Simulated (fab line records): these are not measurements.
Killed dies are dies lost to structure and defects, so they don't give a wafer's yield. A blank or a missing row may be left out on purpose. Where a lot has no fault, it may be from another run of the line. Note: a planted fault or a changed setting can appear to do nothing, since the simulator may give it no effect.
fab line records + flow berkeley-cmos170
record:
- lots: 5
- wafers: 23
route steps=331 shown M3@310
start-h: hours from the record's first day to the start of the lot's first wafer shown + wait-h: hours since the lot's step before + " same as the row above + L1.1+2: a row that stands for several wafers + - either no value or no given start + * or withheld: withheld + < > ~ a bound
route shown NAME@n: a module of which the file shows steps, and the number in the route of the first + usual: mean/standard deviation of fault-free wafers + same: alike in all rows + chamber/n: place in a boat + sites: each site's reading + _std_site: the values' standard deviation + _edge_site: the outer-site mean with the inner-site mean subtracted + radius-mm: for every site, how far away it sits from the centre of the wafer + mask NAME#n: copy n + behind: the tool/chamber that last shaped the wafer + hold: why the lot went on hold/how many hours it stayed there/how the hold came to an end + device: transistor that didn't switch, given as n, p or np + end of line: tests of these same wafers at the route's end + a step given without rows: its recipe and nothing more + killed: dies lost to structure and defects at the first sort, not the wafer's yield + map: per-die view of a wafer (x killed, . not killed, _ where there is no die)
set.NAME: setting as actually run; set.NAME@STEP: the setting as run at that earlier step + model.NAME: the simulator's own value behind a step, which no gauge read
lots with deliberately changed settings; one table per step, one row per wafer
== steps ==
step: UCB170_M3_SPUTTER_01
recipe:
- material: Al
- target-thk-nm: 900
- time-s: 120
- power-w: 6000
- chamber-pressure-pa: 0.5
| lot.wafer | tool           | chamber | start-h | wait-h | set.chamber-pressure-pa | model.Al_of_M3_SPUTTER_01.thk-nm |
|-----------|----------------|---------|---------|--------|-------------------------|----------------------------------|
| L074.1    | pvd-sputter-02 | -       | 187.87  | 0.0    | 0.53                    | 883.2                            |
| L074.2    | "              | -       | "       | "      | 0.53                    | 879.4                            |
| L074.4    | "              | -       | "       | "      | 0.53                    | 897.9                            |
| L074.5    | "              | -       | "       | "      | 0.53                    | 885.5                            |
| L074.6    | "              | -       | "       | "      | 0.53                    | 884.9                            |
| L082.2    | pvd-sputter-02 | -       | 219.59  | 0.0    | 0.5                     | 891.9                            |
| L082.3    | "              | -       | "       | "      | 0.5                     | 906.9                            |
| L082.4    | "              | -       | "       | "      | 0.5                     | 897.3                            |
| L084.1    | pvd-sputter-01 | -       | 219.89  | 0.0    | 0.5691                  | 874.2                            |
| L084.2    | "              | -       | "       | "      | 0.5691                  | 887.3                            |
| L084.3    | "              | -       | "       | "      | 0.5691                  | 856.3                            |
| L084.4    | "              | -       | "       | "      | 0.5691                  | 874.6                            |
| L084.5    | "              | -       | "       | "      | 0.5691                  | 881.8                            |
| L083.2    | pvd-sputter-03 | -       | 221.05  | 0.0    | 0.4552                  | 909.8                            |
| L083.3    | "              | -       | "       | "      | 0.4552                  | 912.2                            |
| L083.4    | "              | -       | "       | "      | 0.4552                  | 912.9                            |
| L083.5    | "              | -       | "       | "      | 0.4552                  | 915.8                            |
| L083.6    | "              | -       | "       | "      | 0.4552                  | 920.3                            |
| L085.1    | pvd-sputter-01 | -       | 240.83  | 0.0    | 0.4294                  | 952.3                            |
| L085.3    | "              | -       | "       | "      | 0.4294                  | 940.2                            |
| L085.4    | "              | -       | "       | "      | 0.4294                  | 941                              |
| L085.5    | "              | -       | "       | "      | 0.4294                  | 938.2                            |
| L085.6    | "              | -       | "       | "      | 0.4294                  | 944.6                            |
== key ==
split:
- step: UCB170_M3_SPUTTER_01
- setting: chamber-pressure-pa
- stated: 0.5
- by: lot
response:
- step: UCB170_M3_SPUTTER_01
- reading: model.Al_of_M3_SPUTTER_01.thk-nm
- change: -2.29
- per: 1%
- r: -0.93
